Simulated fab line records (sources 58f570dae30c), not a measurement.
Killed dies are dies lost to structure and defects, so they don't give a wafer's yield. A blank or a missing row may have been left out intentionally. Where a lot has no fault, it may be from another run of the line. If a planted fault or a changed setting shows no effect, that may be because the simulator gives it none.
Code-filled problem report in 8D (eight disciplines) form / flow berkeley cmos170 / the parts of the form that need people (team, actions taken, sign-off) are left out

## 1. PROBLEM STATEMENT
Mean V1_TEOS_THK at UCB170_V1_THK_MEAS_01: 1214 nm over 4 wafers in 2 lots; fault-free wafers: 2006 nm, standard deviation 25. Relative to the usual mean, that is a shift of -32 standard deviations.
The first sign was on wafer L646.1 at day 11 15:05, on film metro-04. The record has a number at this step for 18 wafers belonging to 6 lots. By rule, "out" or "out of limits" means more than 4 standard deviations away from the usual mean. Any other wafer with a number is counted as sound.

## 2. WHAT THIS IS AND IS NOT
question=which readings at this step | is=V1_TEOS_THK | is not=-
question=which lots | is=L646, L648 | is not=L631, L632, L647, L650
question=which wafers of those lots | is=L646.1, L646.6, L648.3, L648.5 | is not=L646.4, L648.6
question=read on which gauges | is=film metro-04 | is not=film metro-01, film metro-03
question=when | is=from day 11 15:05 | is not=up to then (7 sound wafers); but 7 sound wafers of L647, L648, L650 came after

## 3. THE SUSPECTS, EACH WITH WHAT RULES IT OUT
Counting: if a tool at a process step up to the reading ran every lot that is out, it stays a suspect. Sound lots after the first of them don't rule it out here, since some wafers of a struck lot are sound.
- the gauge at UCB170_V1_THK_MEAS_01: kept. All the wafers that are out were read on film metro-04, and no step on other tools shows them out.
- rie diel-02 at UCB170_M1_ETCH_11 (etches BARC in N2/H2): kept. It ran every lot that is out, first L646 (day 11 13:12).
- pecvd-03 at UCB170_V1_CVD_00 (deposits SiO2 from TEOS/O2, target thk 2000 nm, time 250 s): kept. Ran every lot that is out, first one L646 (day 11 14:56); last sound lot up to then L631 (day 8 18:10).
- At UCB170_M1_ETCH_11, inside rie diel-02: chamber 3 took the wafers that are out, while their sound lot-mates went through chambers 1, 2.
- Within pecvd-03 at UCB170_V1_CVD_00, the wafers that are out were processed in chamber 2 and their sound lot-mates in chamber 1.
After the count, these remain: rie diel-02 at UCB170_M1_ETCH_11, pecvd-03 at UCB170_V1_CVD_00 and film metro-04 at UCB170_V1_THK_MEAS_01.

## 4. THE CAUSE (what the simulator had put in)
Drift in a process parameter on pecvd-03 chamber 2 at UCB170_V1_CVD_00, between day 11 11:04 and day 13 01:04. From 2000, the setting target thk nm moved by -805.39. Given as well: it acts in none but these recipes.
Counting leaves 3 suspects; this tool is one of them.

## 5. THE CHAIN OF EFFECTS, in route order
One row per reading whose mean, taken over the struck wafers that have a number, lies over 3 standard deviations from the usual. Only readings whose record carries a usual standard deviation are examined. hours: median over the lots of the time between each lot's start at the first step of this table that gives one and its start at this step. sigmas: the change, counted in usual standard deviations.
hours=0; step=UCB170_V1_THK_MEAS_01; reading=V1_TEOS_THK; usual=2006 nm; on struck wafers=1214; change=-792; sigmas=-32

## 6. WHAT WOULD HAVE CAUGHT IT SOONER
The first out-of-limits reading at a measuring or inspecting step in this record came at day 11 15:05, 4 hours after the fault's start at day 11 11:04.
Tool readings at UCB170_V1_CVD_00 with a usual standard deviation given in the record: none out on any struck wafer, hence no alarm at a limit of 4 standard deviations on them.
Of the lots that are out (2), L648 began UCB170_V1_CVD_00 on pecvd-03 after day 11 15:05. It would have been spared by a hold on the tool at that moment.
